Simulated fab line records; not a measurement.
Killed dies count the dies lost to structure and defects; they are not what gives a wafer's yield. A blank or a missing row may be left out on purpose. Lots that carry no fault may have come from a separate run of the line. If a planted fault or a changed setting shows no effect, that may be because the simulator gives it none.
fab line records | flow rit_cmos
[record] lots = 6 wafers = 18 last_day = 7
route steps=202 shown WELLDRIVE@50 NWELL@51 PWELL@52 NRETRO@53 PRETRO@64 GATE@75 FOX2@80 M1@202
lots that met no fault: taken from a fault-free run of the same line
start_h: hours from the record's opening day to when the first of the lot's shown wafers began | wait_h: how many hours have passed since the lot's step before this one | " repeats the value in the row above | L1.1+2: several wafers, shown together as one row | - no value, or no start was given | * or withheld: withheld | < > ~ a bound
route shown NAME@n: a module of which the file shows steps, and the number in the route of the first | usual: average and standard deviation across the fault-free wafers | same: alike in all rows | chamber/n: place in a boat | sites: readings site by site | _std_site: the values' standard deviation | _edge_site: mean of outer sites minus mean of inner sites | radius_mm: for every site, how far away it sits from the centre of the wafer | mask NAME#n: copy n | behind: the most recent tool/chamber to have shaped the wafer | hold: why the lot was held/for how many hours/how that ended | device: transistor that didn't switch, given as n, p or np | end of line: tests run on the same wafers once the route is complete | a step given without rows: its recipe and nothing more | killed: count of dies lost to structure and defects at first sort (not the wafer's yield) | map: shows each die of a wafer: x if killed, . if not, _ if none is there
set.NAME: setting as actually run; set.NAME@STEP: the setting as run at that earlier step | model.NAME: the simulator's own value behind a step, which no gauge read
lots at selected steps of the route; one table per step, one row per wafer
services: when a tool's chamber went out of use (start_h, in hours from the record's first day, below 0 if earlier), for how many hours, and the reason
[[steps]]
[step RIT_WELLDRIVE_ANNEAL_00]
[recipe] temp_c = 1100 time_s = 14700 ambient = N2
[step RIT_WELLDRIVE_RS_MEAS_01]
[recipe] thk_meas_gauge = four-point-probe
[usual] NWELL_RS = 275.5/0.66
// columns lot.wafer tool chamber start_h wait_h NWELL_RS[ohm/sq]
L509.1 film_metro-01 - 53.09 0.0 275.8
L509.4 " - " " 276.3
L509.5 " - " " 275.8
L514.2 film_metro-03 - 79.17 0.0 275.0
L514.4 " - " " 274.5
L514.6 " - " " 274.5
L517.1 film_metro-03 - 92.86 0.0 275.2
L517.2 " - " " 274.9
L517.5 " - " " 275.4
L518.4 film_metro-01 - 93.50 0.1 276.1
L518.5 " - " " 276.5
L518.6 " - " " 276.9
L519.1 film_metro-03 - 101.07 0.0 275.1
L519.3 " - " " 275.4
L519.5 " - " " 275.8
L523.3 film_metro-03 - 127.91 0.0 274.5
L523.5 " - " " 275.1
L523.6 " - " " 275.3
[step RIT_WELLDRIVE_RS_MEAS_02]
[recipe] thk_meas_gauge = four-point-probe
[usual] PWELL_RS = 429.8/1.2
// columns lot.wafer tool chamber start_h wait_h PWELL_RS[ohm/sq]
L509.1 film_metro-01 - 53.21 0.1 429.9
L509.4 " - " " 429.3
L509.5 " - " " 429.9
L514.2 film_metro-03 - 79.29 0.1 428.6
L514.4 " - " " 429.8
L514.6 " - " " 429.3
L517.1 film_metro-03 - 92.98 0.1 428.8
L517.2 " - " " 428.6
L517.5 " - " " 428.3
L518.4 film_metro-01 - 93.62 0.1 428.1
L518.5 " - " " 428.3
L518.6 " - " " 429.4
L519.1 film_metro-03 - 101.19 0.1 430.9
L519.3 " - " " 431.1
L519.5 " - " " 429.5
L523.3 film_metro-03 - 128.03 0.1 429.0
L523.5 " - " " 429.1
L523.6 " - " " 430.2
[step RIT_NRETRO_HMDS_00]
[recipe] prime_time_s = 60 prime_temp_c = 140
[step RIT_NRETRO_COAT_01]
[recipe] resist = NOVOLAK spin_rpm = 2000 resist_thk_nm = 1300
[step RIT_NRETRO_SOFTBAKE_02]
[recipe] resist = NOVOLAK temp_c = 90 time_s = 60
[step RIT_NRETRO_EXPOSE_03]
[recipe] mask_id = M4 na = 0.57 target_cd_nm = 43900 dose_mj = 250
[step RIT_NRETRO_PEB_04]
[recipe] resist = NOVOLAK temp_c = withheld time_s = withheld
[step RIT_NRETRO_DEVELOP_05]
[recipe] resist = NOVOLAK develop_time_s = 68 dev_temp_c = 23
[step RIT_NRETRO_OVL_MEAS_06]
[usual] NRETRO_OVL = 0.7/1.3
// columns lot.wafer tool chamber start_h wait_h NRETRO_OVL[nm]
L509.1 overlay-02 - 54.21 - 2.5
L509.4 " - " " 0.0
L509.5 " - " " -2.4
L514.2 overlay-01 - 80.41 - -1.2
L514.4 " - " " 0.2
L514.6 " - " " -0.7
L517.1 overlay-01 - 93.98 - -0.8
L517.2 " - " " 0.7
L517.5 " - " " 1.9
L518.4 overlay-01 - 94.61 - -1.1
L518.5 " - " " 0.7
L518.6 " - " " -2.3
L519.1 overlay-02 - 102.38 - 1.4
L519.3 " - " " 0.2
L519.5 " - " " 1.9
L523.3 overlay-02 - 129.00 - 1.8
L523.5 " - " " 1.4
L523.6 " - " " 1.4
[step RIT_NRETRO_HARDBAKE_07]
[recipe] resist = NOVOLAK temp_c = 140 time_s = 120
[step RIT_NRETRO_IMPLANT_08]
[recipe] species = P energy_kev = 68.87 dose_cm2 = 1e+13 tilt_deg = 7
[step RIT_NRETRO_STRIP_09]
[recipe] chemistry = O2 time_s = 180 resist = NOVOLAK platen_temp_c = withheld power_w = 500 pressure_mtorr = 4000 o2_flow_sccm = 4000
[usual] drypump_motor_current_A = 5.7/0.56 o2_flow_sccm = 4002/12
// columns lot.wafer tool chamber start_h wait_h drypump_motor_current_A o2_flow_sccm rf_hours_counter_h
L509.1 plasma_asher-02 1 54.65 0.1 6.6 4005 42
L509.4 " 1 " " 6.6 3998 -
L509.5 " 0 " " 5.0 4007 -
L514.2 plasma_asher-01 0 80.84 0.1 5.1 4003 30
L514.4 " 1 " " 5.7 4004 -
L514.6 " 1 " " 5.8 3990 -
L517.1 plasma_asher-01 0 94.42 0.1 5.1 4015 31
L517.2 " 1 " " 5.7 3999 31
L517.5 " 1 " " 5.7 4002 -
L518.4 plasma_asher-01 1 95.09 0.1 5.7 4019 -
L518.5 " 1 " " 5.7 4015 -
L518.6 " 0 " " 5.1 4026 -
L519.1 plasma_asher-02 1 102.82 0.1 6.6 4002 47
L519.3 " 1 " " 6.6 4008 -
L519.5 " 0 " " 5.1 3984 -
L523.3 plasma_asher-01 1 129.48 0.1 5.7 4004 -
L523.5 " 1 " " 5.7 3997 -
L523.6 " 0 " " 5.1 4002 -
[step RIT_NRETRO_TW_MEAS_10]
[usual] NRETRO_TW = 1044/8.8
// columns lot.wafer tool chamber start_h wait_h NRETRO_TW
L509.1 film_metro-01 - 54.82 0.1 1037
L509.4 " - " " 1035
L509.5 " - " " 1032
L514.2 film_metro-02 - 81.02 0.1 1058
L514.4 " - " " 1058
L514.6 " - " " 1058
L517.1 film_metro-04 - 94.59 0.1 1047
L517.2 " - " " 1043
L517.5 " - " " 1043
L518.4 film_metro-02 - 95.23 0.1 1059
L518.5 " - " " 1058
L518.6 " - " " 1057
L519.1 film_metro-04 - 102.99 0.1 1039
L519.3 " - " " 1038
L519.5 " - " " 1043
L523.3 film_metro-04 - 129.62 0.1 1048
L523.5 " - " " 1046
L523.6 " - " " 1044
[step RIT_PRETRO_HMDS_00]
[recipe] prime_time_s = 60 prime_temp_c = 140
[step RIT_PRETRO_COAT_01]
[recipe] resist = NOVOLAK spin_rpm = 2000 resist_thk_nm = 1300
[step RIT_PRETRO_SOFTBAKE_02]
[recipe] resist = NOVOLAK temp_c = 90 time_s = 60
[step RIT_PRETRO_EXPOSE_03]
[recipe] mask_id = M5 na = 0.57 target_cd_nm = 43700 dose_mj = 250
[step RIT_PRETRO_PEB_04]
[recipe] resist = NOVOLAK temp_c = withheld time_s = withheld
[step RIT_PRETRO_DEVELOP_05]
[recipe] resist = NOVOLAK develop_time_s = 68 dev_temp_c = 23
[step RIT_PRETRO_OVL_MEAS_06]
[usual] PRETRO_OVL = 0.8/1.3
// columns lot.wafer tool chamber start_h wait_h PRETRO_OVL[nm]
L509.1 overlay-01 - 55.89 - 1.0
L509.4 " - " " 0.7
L509.5 " - " " 2.3
L514.2 overlay-02 - 82.08 - 0.7
L514.4 " - " " 2.3
L514.6 " - " " 1.3
L517.1 overlay-01 - 95.53 - 1.9
L517.2 " - " " 2.2
L517.5 " - " " 0.4
L518.4 overlay-01 - 96.16 - 0.6
L518.5 " - " " 2.6
L518.6 " - " " 2.6
L519.1 overlay-02 - 104.06 - 2.0
L519.3 " - " " 1.2
L519.5 " - " " 2.4
L523.3 overlay-02 - 130.68 - 0.2
L523.5 " - " " -1.6
L523.6 " - " " -2.7
[step RIT_PRETRO_HARDBAKE_07]
[recipe] resist = NOVOLAK temp_c = 140 time_s = 120
[step RIT_PRETRO_IMPLANT_08]
[recipe] species = B energy_kev = 45 dose_cm2 = 1.184e+13 tilt_deg = 7
[step RIT_PRETRO_STRIP_09]
[recipe] chemistry = O2 time_s = 180 resist = NOVOLAK platen_temp_c = withheld power_w = 500 pressure_mtorr = 4000 o2_flow_sccm = 4000
[usual] drypump_motor_current_A = 5.6/0.35 o2_flow_sccm = 4002/12
// columns lot.wafer tool chamber start_h wait_h drypump_motor_current_A o2_flow_sccm rf_hours_counter_h
L509.1 plasma_asher-03 0 56.32 0.1 6.3 4001 37
L509.4 " 0 " " 6.3 4007 -
L509.5 " 0 " " 6.3 3995 -
L514.2 plasma_asher-04 0 82.51 0.1 5.9 4024 44
L514.4 " 0 " " 5.9 4000 -
L514.6 " 0 " " 5.9 3996 -
L517.1 plasma_asher-04 1 95.97 0.1 5.6 4000 45
L517.2 " 0 " " 5.9 3987 45
L517.5 " 1 " " 5.6 4004 -
L518.4 plasma_asher-01 1 96.64 0.1 5.8 4026 -
L518.5 " 0 " " 5.1 4012 -
L518.6 " 1 " " 5.8 4011 -
L519.1 plasma_asher-01 1 104.50 0.1 5.7 4016 32
L519.3 " 1 " " 5.7 3998 -
L519.5 " 1 " " 5.7 4008 -
L523.3 plasma_asher-04 0 131.16 0.1 5.9 3991 -
L523.5 " 0 " " 5.9 3993 -
L523.6 " 1 " " 5.6 4034 -
[step RIT_PRETRO_TW_MEAS_10]
[usual] PRETRO_TW = 470/5.2
// columns lot.wafer tool chamber start_h wait_h PRETRO_TW
L509.1 film_metro-01 - 56.50 0.1 466
L509.4 " - " " 468
L509.5 " - " " 467
L514.2 film_metro-02 - 82.70 0.1 480
L514.4 " - " " 479
L514.6 " - " " 480
L517.1 film_metro-01 - 96.14 0.1 468
L517.2 " - " " 469
L517.5 " - " " 468
L518.4 film_metro-01 - 96.78 0.1 468
L518.5 " - " " 469
L518.6 " - " " 469
L519.1 film_metro-02 - 104.67 0.1 478
L519.3 " - " " 476
L519.5 " - " " 476
L523.3 film_metro-01 - 131.30 0.1 470
L523.5 " - " " 469
L523.6 " - " " 467
[step RIT_GATE_WET_ETCH_00]
[recipe] chemistry = BOE target = SiO2 target_depth_nm = 56 time_s = 60 dry = n2_spin dilution = 10:1 temp_c = 21.5
[step RIT_GATE_CLEAN_01]
[recipe] chemistry = SC1 mix = 3:3:50 time_s = 600 temp_c = 75
[step RIT_GATE_CLEAN_02]
[recipe] chemistry = dHF dilution = 50:1 time_s = 30
[step RIT_GATE_CLEAN_03]
[recipe] chemistry = SC2 mix = 3:3:50 time_s = 600 temp_c = 75 dry = n2_spin
[step RIT_GATE_CLEAN_04]
[recipe] chemistry = dHF dilution = 50:1 time_s = 60 dry = n2_spin
[step RIT_FOX2_THK_MEAS_91]
[recipe] reads = SiO2_of_FOX2_OXIDATION_00
[usual] FIELD_OXIDE_LEFT_2_THK = 257/7.8
// columns lot.wafer tool chamber start_h wait_h FIELD_OXIDE_LEFT_2_THK[nm]
L509.1 film_metro-02 - 56.99 0.0 263
L509.4 " - " " 268
L509.5 " - " " 260
L514.2 film_metro-02 - 83.46 0.0 265
L514.4 " - " " 261
L514.6 " - " " 265
L517.1 film_metro-04 - 96.83 0.0 259
L517.2 " - " " 242
L517.5 " - " " 245
L518.4 film_metro-03 - 97.48 0.0 247
L518.5 " - " " 249
L518.6 " - " " 248
L519.1 film_metro-03 - 105.15 0.0 244
L519.3 " - " " 248
L519.5 " - " " 251
L523.3 film_metro-03 - 131.79 0.0 254
L523.5 " - " " 257
L523.6 " - " " 253
[step RIT_GATE_OXIDATION_05]
[recipe] temp_c = 900 ambient = O2 target_thk_a = 30 ox_time_s = 270
[step RIT_GATE_ANNEAL_06]
[recipe] temp_c = 900 time_s = 600 ambient = N2O
[step RIT_GATE_THK_MEAS_07]
[recipe] reads = SiO2_of_GATE_OXIDATION_05
[usual] GATE_OXIDE_THK = 3.02/0.052
// columns lot.wafer tool chamber start_h wait_h GATE_OXIDE_THK[nm]
L509.1 film_metro-02 - 62.72 0.0 3.01
L509.4 " - " " 3.00
L509.5 " - " " 2.98
L514.2 film_metro-03 - 85.16 0.0 3.01
L514.4 " - " " 3.04
L514.6 " - " " 3.02
L517.1 film_metro-04 - 101.32 0.0 2.99
L517.2 " - " " 3.03
L517.5 " - " " 3.00
L518.4 film_metro-02 - 101.35 0.0 2.97
L518.5 " - " " 3.05
L518.6 " - " " 2.97
L519.1 film_metro-04 - 107.68 0.0 3.05
L519.3 " - " " 3.07
L519.5 " - " " 2.97
L523.3 film_metro-02 - 136.56 0.0 3.01
L523.5 " - " " 3.08
L523.6 " - " " 3.04
[step RIT_GATE_CVD_08]
[recipe] material = poly-Si target_thk_nm = 250 temp_c = 610 precursor = SiH4 time_s = 2220 pressure_mtorr = 300 sih4_flow_sccm = 100
[step RIT_GATE_THK_MEAS_09]
[recipe] reads = poly-Si_of_GATE_CVD_08
[usual] GATE_POLY_THK = 248.2/2.4
// columns lot.wafer tool chamber start_h wait_h GATE_POLY_THK[nm]
L509.1 film_metro-04 - 65.56 0.0 249.7
L509.4 " - " " 249.5
L509.5 " - " " 249.5
L514.2 film_metro-03 - 87.64 0.0 246.4
L514.4 " - " " 247.0
L514.6 " - " " 247.2
L517.1 film_metro-03 - 103.81 0.0 249.1
L517.2 " - " " 248.2
L517.5 " - " " 250.0
L518.4 film_metro-04 - 103.84 0.0 244.8
L518.5 " - " " 245.1
L518.6 " - " " 243.6
L519.1 film_metro-04 - 110.16 0.0 249.8
L519.3 " - " " 251.2
L519.5 " - " " 251.5
L523.3 film_metro-03 - 138.23 0.0 246.6
L523.5 " - " " 247.0
L523.6 " - " " 249.4
[step RIT_GATE_HMDS_10]
[recipe] prime_time_s = 60 prime_temp_c = 140
[step RIT_GATE_COAT_11]
[recipe] resist = NOVOLAK spin_rpm = 4250 resist_thk_nm = 850
[step RIT_GATE_SOFTBAKE_12]
[recipe] resist = NOVOLAK temp_c = 90 time_s = 60
[step RIT_GATE_EXPOSE_13]
[recipe] mask_id = M6 na = 0.6 source_shape = conventional sigma_outer = 0.6 target_cd_nm = 150 dose_mj = 380
[step RIT_GATE_PEB_14]
[recipe] resist = NOVOLAK temp_c = withheld time_s = withheld
[step RIT_GATE_DEVELOP_15]
[recipe] resist = NOVOLAK develop_time_s = 50 dev_temp_c = 23
[step RIT_M1_PROBE_99]
[usual] killed_at_front_end = 7.0/2.8 killed_dies = 7.0/2.8 killed_on_rim = 2.0/1.4 killed_open = 3.4/1.9 killed_short = 3.6/2
[same] gross_dies = 264 killed_at_M0_to_M3 = 0 killed_at_M4_up = 0 killed_at_back_side = 0 killed_at_contacts = 0 killed_at_other = 0
// columns lot.wafer tool chamber start_h wait_h hold killed_at_front_end killed_dies killed_on_rim killed_open killed_short
L509.1 prober-02 - 88.51 0.1 - 5 5 2 3 2
L509.4 prober-02 - 88.66 0.2 - 6 6 1 3 3
L509.5 prober-02 - 88.71 0.2 - 6 6 4 4 2
L514.2 prober-01 - 112.27 0.1 - 13 13 5 7 6
L514.4 prober-01 - 112.37 0.2 - 8 8 2 7 1
L514.6 prober-01 - 112.47 0.2 - 7 7 2 3 4
L517.1 prober-02 - 125.31 0.1 - 10 10 2 7 3
L517.2 prober-02 - 125.36 0.1 - 8 8 5 4 4
L517.5 prober-02 - 125.51 0.2 - 9 9 3 5 4
L518.4 prober-01 - 126.96 0.2 await_dispo/1.6h/release 6 6 1 1 5
L518.5 prober-01 - 127.01 0.2 await_dispo/1.6h/release 10 10 3 5 5
L518.6 prober-01 - 127.06 0.2 await_dispo/1.6h/release 25 25 8 2 4
L519.1 prober-02 - 139.60 0.1 - 9 9 2 4 5
L519.3 prober-02 - 139.70 0.2 - 6 6 1 0 6
L519.5 prober-02 - 139.80 0.2 - 4 4 2 2 2
L523.3 prober-02 - 165.24 0.2 await_dispo/4.0h/release 7 7 2 4 3
L523.5 prober-02 - 165.34 0.2 await_dispo/4.0h/release 7 7 1 2 5
L523.6 prober-02 - 165.39 0.2 await_dispo/4.0h/release 25 25 8 5 0
// killed by level:class
L509.1 SPACER:geometric_particle:open=2 FOX1:geometric_particle:open=1 GATE:geometric_particle:short=1 REOX:geometric_particle:short=1
L509.4 GATE:geometric_particle:open=2 FOX1:geometric_particle:short=1 FOX2:geometric_particle:short=1 SPACER:geometric_particle:open=1 SPACER:geometric_particle:short=1
L509.5 REOX:geometric_particle:open=2 FOX2:geometric_particle:open=1 GATE:geometric_particle:short=1 REOX:geometric_particle:short=1 SPACER:geometric_particle:open=1
L514.2 FOX2:geometric_particle:open=3 GATE:geometric_particle:short=2 GATE:geometric_particle:open=2 REOX:geometric_particle:short=2 FOX2:geometric_particle:short=1 SPACER:geometric_particle:open=1 SILICIDE:geometric_particle:short=1 SILICIDE:geometric_particle:open=1
L514.4 GATE:geometric_particle:open=3 SILICIDE:geometric_particle:open=3 FOX2:geometric_particle:open=1 REOX:geometric_particle:short=1
L514.6 SILICIDE:geometric_particle:open=2 SILICIDE:geometric_particle:short=2 GATE:geometric_particle:short=1 REOX:geometric_particle:short=1 SPACER:geometric_particle:open=1
L517.1 GATE:geometric_particle:open=3 REOX:geometric_particle:open=3 GATE:geometric_particle:short=2 SILICIDE:geometric_particle:open=1 SILICIDE:geometric_particle:short=1
L517.2 GATE:geometric_particle:short=2 REOX:geometric_particle:open=2 GATE:geometric_particle:open=1 REOX:geometric_particle:short=1 SPACER:geometric_particle:short=1 SPACER:geometric_particle:open=1
L517.5 GATE:geometric_particle:short=3 GATE:geometric_particle:open=2 FOX2:geometric_particle:open=1 SPACER:geometric_particle:open=1 SPACER:geometric_particle:short=1 SILICIDE:geometric_particle:open=1
L518.4 GATE:geometric_particle:short=4 FOX2:geometric_particle:short=1 GATE:geometric_particle:open=1
L518.5 GATE:geometric_particle:short=5 GATE:geometric_particle:open=3 REOX:geometric_particle:open=1 SILICIDE:geometric_particle:open=1
L518.6 NRETRO:unspecified=19 GATE:geometric_particle:short=4 GATE:geometric_particle:open=2
L519.1 SPACER:geometric_particle:short=2 SILICIDE:geometric_particle:short=2 ACTIVE:geometric_particle:open=1 FOX1:geometric_particle:open=1 FOX2:geometric_particle:short=1 GATE:geometric_particle:open=1 REOX:geometric_particle:open=1
L519.3 GATE:geometric_particle:short=3 ACTIVE:geometric_particle:short=1 REOX:geometric_particle:short=1 SPACER:geometric_particle:short=1
L519.5 GATE:geometric_particle:open=2 GATE:geometric_particle:short=1 SPACER:geometric_particle:short=1
L523.3 FOX1:geometric_particle:open=2 REOX:geometric_particle:short=2 REOX:geometric_particle:open=1 SILICIDE:geometric_particle:open=1 SILICIDE:geometric_particle:short=1
L523.5 FOX1:geometric_particle:short=2 REOX:geometric_particle:open=2 REOX:geometric_particle:short=2 GATE:geometric_particle:short=1
L523.6 NRETRO:unspecified=20 REOX:geometric_particle:open=2 SILICIDE:geometric_particle:open=2 GATE:geometric_particle:open=1
// map L518.6 (x killed, . not)
________xxxx.x._______
_____.xxxxxxx.....____
____...xxxxx.......___
___.....xx..........__
__..................._
__.....x..........x.._
_.....................
_.....................
_.....................
_.....................
__.x................._
__..................._
___.................__
____...........x...___
_____....xx.......____
________......._______
// map L523.6 (x killed, . not)
________xxxx..._______
_____.xxxxxxx.....____
____x.xxxxxx.......___
___....x..x.........__
__.........x........._
__............x....x._
_.....................
_.....................
_.....................
_.....................
__.........x........._
__..................._
___..............x..__
____...............___
_____.............____
________......._______
[[services]]
// columns tool chamber start_h hours kind
plasma_asher-02 - 108.75 9.0 pm
plasma_asher-02 0 108.75 11.4 vent_cycle
plasma_asher-02 1 108.75 11.4 vent_cycle
plasma_asher-02 - 116.00 4.1 repair
plasma_asher-02 0 117.75 - clean
plasma_asher-02 1 117.75 - clean
[[key]]
[first_sign] step = RIT_M1_PROBE_99 reading = killed_at_front_end direction = up sigmas = 6.5 usual = 7.0 struck = 25
[effect] step = RIT_M1_PROBE_99 reading = killed_dies direction = up sigmas = 6.4 usual = 7.0 struck = 25
met_at RIT_NRETRO_STRIP_09
struck_wafers L518.6,L523.6
tester_left_out L518,L523
onset_between 94.42 95.09
[fault] kind = chamber_particle_source tool = plasma_asher-01 chamber = 0 onset_h = 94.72 steps = RIT_NRETRO_STRIP_09 rate_per_visit_cm2 = 2.1688 end_h = 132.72
// tester_left_out: of these lots the tester's yield and bins aren't shown, on N5 and GAA mostly nor the transistor test; their killed dies are dies lost to structure and defects alone, not to doping, threshold or leakage, so they don't give the yield
